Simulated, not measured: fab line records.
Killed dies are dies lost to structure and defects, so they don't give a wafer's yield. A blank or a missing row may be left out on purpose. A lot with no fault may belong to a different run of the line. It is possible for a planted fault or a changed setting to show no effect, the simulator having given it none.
What tool caused it? :: flow berkeley-cmos170 :: 15 lots, 45 wafers sampled, at 4 steps of a route of 331

## WHAT THE GAUGES SHOWED, per wafer
UCB170_PSD_OVL_MEAS_07.
lot: L112
measured: day 8 17:14
on: overlay-02
PSD_OVL (nm): -8 -7 -5

lot: L109
measured: day 8 17:26
on: overlay-01
PSD_OVL (nm): 1 4 1

lot: L111
measured: day 8 17:46
on: overlay-02
PSD_OVL (nm): -14 -9 -7

lot: L113
measured: day 8 22:29
on: overlay-01
PSD_OVL (nm): 1 -4 -2

lot: L114
measured: day 8 22:37
on: overlay-02
PSD_OVL (nm): -6 0 -7

lot: L118
measured: day 9 16:14
on: overlay-01
PSD_OVL (nm): -9 -6 -6

lot: L117
measured: day 9 16:44
on: overlay-02
PSD_OVL (nm): -12 -12 -12

lot: L121
measured: day 10 04:58
on: overlay-01
PSD_OVL (nm): 5 1 -3

lot: L119
measured: day 10 05:06
on: overlay-02
PSD_OVL (nm): -2 -10 -12

lot: L120
measured: day 10 05:20
on: overlay-01
PSD_OVL (nm): -3 -1 -6

lot: L122
measured: day 11 01:28
on: overlay-01
PSD_OVL (nm): -4 -5 -5

lot: L128
measured: day 12 23:37
on: overlay-02
PSD_OVL (nm): -7 -8 -7

lot: L129
measured: day 12 23:53
on: overlay-01
PSD_OVL (nm): 3 3 5

lot: L131
measured: day 13 22:32
on: overlay-02
PSD_OVL (nm): 1 0 -2

lot: L130
measured: day 13 22:49
on: overlay-01
PSD_OVL (nm): 0 4 0

UCB170_CONTACT_THK_MEAS_02.
lot: L112
measured: day 9 01:02
on: film-metro-04
CONTACT_PSG_THK (nm): 693 694 692

lot: L109
measured: day 9 02:50
on: film-metro-04
CONTACT_PSG_THK (nm): 690 692 686

lot: L111
measured: day 9 02:52
on: film-metro-01
CONTACT_PSG_THK (nm): 675 685 687

lot: L113
measured: day 9 04:43
on: film-metro-04
CONTACT_PSG_THK (nm): 689 688 692

lot: L114
measured: day 9 06:14
on: film-metro-04
CONTACT_PSG_THK (nm): 706 709 705

lot: L118
measured: day 10 00:56
on: film-metro-01
CONTACT_PSG_THK (nm): 691 694 702

lot: L117
measured: day 10 00:27
on: film-metro-04
CONTACT_PSG_THK (nm): 697 702 704

lot: L121
measured: day 10 13:15
on: film-metro-02
CONTACT_PSG_THK (nm): 694 695 696

lot: L119
measured: day 10 13:16
on: film-metro-01
CONTACT_PSG_THK (nm): 705 699 707

lot: L120
measured: day 10 13:28
on: film-metro-02
CONTACT_PSG_THK (nm): 703 710 703

lot: L122
measured: day 11 12:05
on: film-metro-01
CONTACT_PSG_THK (nm): 700 697 703

lot: L128
measured: day 13 12:31
on: film-metro-01
CONTACT_PSG_THK (nm): 440 442 440

lot: L129
measured: day 13 12:32
on: film-metro-02
CONTACT_PSG_THK (nm): 453 446 451

lot: L131
measured: day 14 07:23
on: film-metro-01
CONTACT_PSG_THK (nm): 707 711 710

lot: L130
measured: day 14 06:43
on: film-metro-01
CONTACT_PSG_THK (nm): 449 442 439

## WHAT TOOL EACH LOT RAN ON (gives the tool, then ch and the chambers of the sampled wafers, and finally the start)
lot: L112
UCB170_BACKSIDE_STRIP_03: plasma-asher-02 ch 0,1, day 8 21:49
UCB170_CONTACT_CVD_01: lpcvd-01 ch 0, day 8 23:15

lot: L109
UCB170_BACKSIDE_STRIP_03: plasma-asher-03 ch 0, day 8 22:14
UCB170_CONTACT_CVD_01: lpcvd-01 ch 1, day 9 01:02

lot: L111
UCB170_BACKSIDE_STRIP_03: plasma-asher-04 ch 0,1, day 8 22:06
UCB170_CONTACT_CVD_01: lpcvd-01 ch 0, day 9 01:02

lot: L113
UCB170_BACKSIDE_STRIP_03: plasma-asher-04 ch 0,1, day 9 01:26
UCB170_CONTACT_CVD_01: lpcvd-01 ch 1, day 9 02:56

lot: L114
UCB170_BACKSIDE_STRIP_03: plasma-asher-02 ch 0,1, day 9 01:53
UCB170_CONTACT_CVD_01: lpcvd-02 ch 0, day 9 03:34

lot: L118
UCB170_BACKSIDE_STRIP_03: plasma-asher-02 ch 0,1, day 9 20:49
UCB170_CONTACT_CVD_01: lpcvd-01 ch 0, day 9 22:16

lot: L117
UCB170_BACKSIDE_STRIP_03: plasma-asher-03 ch 0,1, day 9 21:14
UCB170_CONTACT_CVD_01: lpcvd-02 ch 0, day 9 22:40

lot: L121
UCB170_BACKSIDE_STRIP_03: plasma-asher-04 ch 0,1, day 10 07:29
UCB170_CONTACT_CVD_01: lpcvd-01 ch 0, day 10 10:34

lot: L119
UCB170_BACKSIDE_STRIP_03: plasma-asher-02 ch 0,1, day 10 07:57
UCB170_CONTACT_CVD_01: lpcvd-01 ch 0, day 10 10:34

lot: L120
UCB170_BACKSIDE_STRIP_03: plasma-asher-04 ch 0,1, day 10 08:10
UCB170_CONTACT_CVD_01: lpcvd-02 ch 0, day 10 11:40

lot: L122
UCB170_BACKSIDE_STRIP_03: plasma-asher-04 ch 0,1, day 11 04:11
UCB170_CONTACT_CVD_01: lpcvd-02 ch 0, day 11 10:17

lot: L128
UCB170_BACKSIDE_STRIP_03: plasma-asher-04 ch 0,1, day 13 07:13
UCB170_CONTACT_CVD_01: lpcvd-02 ch 0, day 13 10:44

lot: L129
UCB170_BACKSIDE_STRIP_03: plasma-asher-03 ch 0,1, day 13 07:19
UCB170_CONTACT_CVD_01: lpcvd-02 ch 1, day 13 10:44

lot: L131
UCB170_BACKSIDE_STRIP_03: plasma-asher-04 ch 0,1, day 14 03:20
UCB170_CONTACT_CVD_01: lpcvd-01 ch 1, day 14 05:36

lot: L130
UCB170_BACKSIDE_STRIP_03: plasma-asher-04 ch 0,1, day 14 03:00
UCB170_CONTACT_CVD_01: lpcvd-02 ch 0, day 14 04:56
- UCB170_BACKSIDE_STRIP_03: strips in O2.
- UCB170_CONTACT_CVD_01: deposits PSG from SiH4/O2/PH3, target thk 700 nm, time 2820 s.

## WHAT THE TOOLS THEMSELVES READ (means of the sampled wafers that have a number; where no wafer has one, the mark that the record gives instead)
UCB170_BACKSIDE_STRIP_03.
lot: L112
tool: plasma-asher-02
drypump-motor-current-A (A): 6.1
oes-product-au (a.u.): 0.740
strip-time-to-endpoint-s (s): 21.98

lot: L109
tool: plasma-asher-03
drypump-motor-current-A (A): 5.0
oes-product-au (a.u.): 0.739
strip-time-to-endpoint-s (s): 21.90

lot: L111
tool: plasma-asher-04
drypump-motor-current-A (A): 5.5
oes-product-au (a.u.): 0.732
strip-time-to-endpoint-s (s): 21.94

lot: L113
tool: plasma-asher-04
drypump-motor-current-A (A): 5.5
oes-product-au (a.u.): 0.736
strip-time-to-endpoint-s (s): 21.91

lot: L114
tool: plasma-asher-02
drypump-motor-current-A (A): 5.8
oes-product-au (a.u.): 0.735
strip-time-to-endpoint-s (s): 21.96

lot: L118
tool: plasma-asher-02
drypump-motor-current-A (A): 6.1
oes-product-au (a.u.): 0.736
strip-time-to-endpoint-s (s): 21.93

lot: L117
tool: plasma-asher-03
drypump-motor-current-A (A): 6.0
oes-product-au (a.u.): 0.731
strip-time-to-endpoint-s (s): 21.95

lot: L121
tool: plasma-asher-04
drypump-motor-current-A (A): 5.5
oes-product-au (a.u.): 0.730
strip-time-to-endpoint-s (s): 21.94

lot: L119
tool: plasma-asher-02
drypump-motor-current-A (A): 6.2
oes-product-au (a.u.): 0.733
strip-time-to-endpoint-s (s): 21.95

lot: L120
tool: plasma-asher-04
drypump-motor-current-A (A): 5.5
oes-product-au (a.u.): 0.736
strip-time-to-endpoint-s (s): 22.06

lot: L122
tool: plasma-asher-04
drypump-motor-current-A (A): 5.6
oes-product-au (a.u.): 0.739
strip-time-to-endpoint-s (s): 21.96

lot: L128
tool: plasma-asher-04
drypump-motor-current-A (A): 5.6
oes-product-au (a.u.): 0.736
strip-time-to-endpoint-s (s): 21.98

lot: L129
tool: plasma-asher-03
drypump-motor-current-A (A): 6.0
oes-product-au (a.u.): 0.732
strip-time-to-endpoint-s (s): 22.00

lot: L131
tool: plasma-asher-04
drypump-motor-current-A (A): 5.5
oes-product-au (a.u.): 0.735
strip-time-to-endpoint-s (s): 21.92

lot: L130
tool: plasma-asher-04
drypump-motor-current-A (A): 5.5
oes-product-au (a.u.): 0.734
strip-time-to-endpoint-s (s): 22.04

## THE ANSWER, worked out from the rows above alone
Rule: the usual values come from the lots themselves. The widest of any qualifying gaps counts: lots, ordered by their means at a reading, are off when they make up no more than a third of the lots, leave a main group of 4 or more, and stand apart from it by 3 or more times the standard deviation of that group's means. The tables above print the reading to a certain number of digits; a main group whose means all agree to those digits is not used. Also off: a lot with no number at a reading for which 4 or more lots have one. Any other lot the step has rows for is counted as sound. Order of review: gauges by route order, followed by the tools' own readings, for which a lot's mean as printed above is used. At the first step where some lot is off, the reading lying furthest off is the one used; lots without a number count as furthest.
Off: at UCB170_CONTACT_THK_MEAS_02 (CONTACT_PSG_THK), L128, L129, L130. The main group: mean 698 nm, standard deviation 7.8.
A tool fits if, at a process step before that reading, it ran every lot that is off, and no sound lot after the first of them. Those tools and the gauges at UCB170_CONTACT_THK_MEAS_02 are tried in the same way. One fits: lpcvd-02 at UCB170_CONTACT_CVD_01. A fault onset in the window from L122 (day 11 10:17, its last sound lot) to L128 (day 13 10:44, its first lot off) fits.

## WHAT THE SIMULATOR HAD INSERTED
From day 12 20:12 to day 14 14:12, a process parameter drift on lpcvd-02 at UCB170_CONTACT_CVD_01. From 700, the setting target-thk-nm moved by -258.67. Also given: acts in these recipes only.
Lots struck among those shown: L128, L129, L130. This agrees with what the rule above found.
